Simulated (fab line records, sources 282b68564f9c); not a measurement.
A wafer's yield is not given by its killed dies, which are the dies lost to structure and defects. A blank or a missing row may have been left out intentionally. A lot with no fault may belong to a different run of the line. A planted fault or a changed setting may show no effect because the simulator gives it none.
What tool caused it? -- flow rit-cmos -- Sampling: 15 lots, 45 wafers, 4 of 202 route steps

## WHAT THE GAUGES SHOWED, per wafer
RIT_M1_THK_MEAS_02: measures by xrf. Usual: M1_AL_THK gives 420 nm (standard deviation 3.7).
lot,measured,on,M1_AL_THK (nm),flag
L833,day 3 12:44,film-metro-01,415 414 414,
L834,day 4 00:40,film-metro-04,419 417 420,
L836,day 4 10:18,film-metro-04,419 418 418,
L837,day 4 15:02,film-metro-03,421 419 422,
L838,day 4 19:52,film-metro-04,414 419 420,
L839,day 5 01:08,film-metro-01,421 421 423,
L840,day 5 05:25,film-metro-03,416 417 420,
L842,day 5 15:29,film-metro-01,417 423 423,
L843,day 5 19:33,film-metro-01,428 423 425,
L844,day 5 23:00,film-metro-01,423 423 422,
L851,day 7 03:51,film-metro-01,421 427 423,
L852,day 7 08:07,film-metro-01,423 424 423,
L853,day 7 15:38,film-metro-04,419 422 418,
L854,day 7 23:44,film-metro-01,428 427 422,
L856,day 8 10:05,film-metro-04,415 418 419,

## WHICH TOOL RAN EACH LOT (tool, then ch and the chambers of the sampled wafers, then the start)
lot,RIT_ACTIVE_COAT_06,RIT_NWELL_STRIP_09,RIT_NRETRO_STRIP_09
L833,"litho-track-02 ch 0, day 1 14:07","plasma-asher-02 ch 0,1, day 1 23:23","plasma-asher-04 ch 0,1, day 2 09:33"
L834,"litho-track-04 ch 0, day 1 20:10","plasma-asher-01 ch 0,1, day 2 04:42","plasma-asher-01 ch 0,1, day 2 15:01"
L836,"litho-track-04 ch 0, day 2 06:14","plasma-asher-02 ch 0,1, day 2 14:22","plasma-asher-03 ch 0,1, day 3 00:53"
L837,"litho-track-03 ch 0, day 2 10:17","plasma-asher-02 ch 0,1, day 2 19:16","plasma-asher-01 ch 0,1, day 3 06:37"
L838,"litho-track-04 ch 0, day 2 15:29","plasma-asher-04 ch 0,1, day 3 01:43","plasma-asher-01 ch 0,1, day 3 12:23"
L839,"litho-track-03 ch 0, day 2 20:40","plasma-asher-04 ch 0,1, day 3 09:58","plasma-asher-03 ch 0,1, day 3 20:41"
L840,"litho-track-03 ch 0, day 3 02:44","plasma-asher-04 ch 0,1, day 3 16:09","plasma-asher-01 ch 0,1, day 4 03:26"
L842,"litho-track-03 ch 0, day 3 14:35","plasma-asher-04 ch 0,1, day 4 01:21","plasma-asher-03 ch 0,1, day 4 11:29"
L843,"litho-track-02 ch 0, day 3 18:37","plasma-asher-01 ch 0,1, day 4 06:38","plasma-asher-01 ch 0,1, day 4 15:59"
L844,"litho-track-02 ch 0, day 3 23:51","plasma-asher-01 ch 0,1, day 4 10:11","plasma-asher-04 ch 0,1, day 4 19:31"
L851,"litho-track-02 ch 0, day 5 08:47","plasma-asher-04 ch 0,1, day 5 16:55","plasma-asher-04 ch 0,1, day 6 02:07"
L852,"litho-track-02 ch 0, day 5 13:31","plasma-asher-01 ch 0,1, day 5 21:47","plasma-asher-03 ch 0,1, day 6 07:38"
L853,"litho-track-02 ch 0, day 5 17:59","plasma-asher-04 ch 0,1, day 6 04:22","plasma-asher-03 ch 0,1, day 6 12:58"
L854,"litho-track-03 ch 0, day 6 00:05","plasma-asher-02 ch 0,1, day 6 09:21","plasma-asher-04 ch 0,1, day 6 18:21"
L856,"litho-track-04 ch 0, day 6 09:41","plasma-asher-02 ch 0,1, day 6 18:25","plasma-asher-04 ch 0,1, day 7 04:41"
- RIT_ACTIVE_COAT_06: resist thk 1000 nm.
- RIT_NWELL_STRIP_09: strips in O2, time 180 s.
- RIT_NRETRO_STRIP_09: strips in O2, time 180 s.

## AS READ BY THE TOOLS THEMSELVES (means over the sampled wafers that have a number; for cases with no such wafer, the mark the record gives instead)
RIT_ACTIVE_COAT_06. Usual: dispense-pressure-kPa 51.9 kPa, standard deviation 2; spin-speed-rpm 3249.7 rpm, standard deviation 2.8.
lot,tool,dispense-pressure-kPa (kPa),spin-speed-rpm (rpm),flag
L833,litho-track-02,51.1,3246.2,
L834,litho-track-04,55.0,3252.8,
L836,litho-track-04,54.9,3248.8,
L837,litho-track-03,50.0,3250.3,
L838,litho-track-04,54.9,3246.8,
L839,litho-track-03,49.9,3253.4,
L840,litho-track-03,49.9,3247.0,
L842,litho-track-03,50.0,3251.7,
L843,litho-track-02,51.1,3249.4,
L844,litho-track-02,51.1,3249.6,
L851,litho-track-02,51.1,3523.5,OFF
L852,litho-track-02,51.1,3528.2,OFF
L853,litho-track-02,51.1,3526.5,OFF
L854,litho-track-03,49.9,3248.5,
L856,litho-track-04,54.9,3248.6,

RIT_NWELL_STRIP_09. Usual: drypump-motor-current-A 6.1 A, standard deviation 0.34; rf-refl-power-W 6.3 W, standard deviation 0.76.
lot,tool,drypump-motor-current-A (A),rf-refl-power-W (W),flag
L833,plasma-asher-02,5.8,6.7,
L834,plasma-asher-01,5.9,5.3,
L836,plasma-asher-02,5.8,6.8,
L837,plasma-asher-02,5.8,6.7,
L838,plasma-asher-04,6.4,6.5,
L839,plasma-asher-04,6.4,6.6,
L840,plasma-asher-04,6.4,6.4,
L842,plasma-asher-04,6.5,6.4,
L843,plasma-asher-01,6.2,5.3,
L844,plasma-asher-01,6.2,5.3,
L851,plasma-asher-04,6.5,6.2,
L852,plasma-asher-01,6.0,5.1,
L853,plasma-asher-04,6.4,6.3,
L854,plasma-asher-02,5.9,7.0,
L856,plasma-asher-02,5.8,6.8,

RIT_NRETRO_STRIP_09. Usual: drypump-motor-current-A 6.1 A, standard deviation 0.36; rf-refl-power-W 6.8 W, standard deviation 1.6.
lot,tool,drypump-motor-current-A (A),rf-refl-power-W (W),flag
L833,plasma-asher-04,6.5,6.3,
L834,plasma-asher-01,5.9,5.2,
L836,plasma-asher-03,5.8,8.2,
L837,plasma-asher-01,6.0,5.1,
L838,plasma-asher-01,5.9,5.2,
L839,plasma-asher-03,5.8,8.1,
L840,plasma-asher-01,6.2,5.3,
L842,plasma-asher-03,5.8,8.9,
L843,plasma-asher-01,6.0,5.1,
L844,plasma-asher-04,6.5,6.3,
L851,plasma-asher-04,6.4,6.5,
L852,plasma-asher-03,5.8,8.1,
L853,plasma-asher-03,5.8,9.0,
L854,plasma-asher-04,6.4,6.4,
L856,plasma-asher-04,6.4,6.4,

## THE ANSWER, worked out from the rows above alone
Rule: a lot is off if the mean of its wafers that have a number lies more than 3 standard deviations from the usual mean. A lot without any number at a reading at which 4 lots or more have one is off too. Where the step has rows for the other lots, those lots are counted as sound. First the gauges in route order, then the tools' own readings, where a lot's mean is used as printed above. At the first step where some lot is off, the reading lying furthest off is the one used; lots without a number count as furthest.
Off: L851, L852, L853 (RIT_ACTIVE_COAT_06, spin-speed-rpm).
A tool fits if, at that step or a process step before it, it ran every lot that is off, and no sound lot after the first of them. One candidate fits, namely litho-track-02 at RIT_ACTIVE_COAT_06. Its last sound lot is L844 (day 3 23:51), its first lot that is off L851 (day 5 08:47): a fault that began between those two fits.
On the lots that are off, the tool's own readings at RIT_ACTIVE_COAT_06 differ by more than 5 times the standard deviation of the sound lots' means, which bears it out; spin-speed-rpm reads 3526.1 rpm there versus 3249.4 rpm on the sound lots.

## WHAT HAD BEEN PUT IN BY THE SIMULATOR
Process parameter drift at RIT_ACTIVE_COAT_06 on litho-track-02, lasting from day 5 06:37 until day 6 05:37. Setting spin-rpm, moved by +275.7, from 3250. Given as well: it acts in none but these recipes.
Shown lots that were struck: L851, L852, L853. This agrees with what the rule above found.
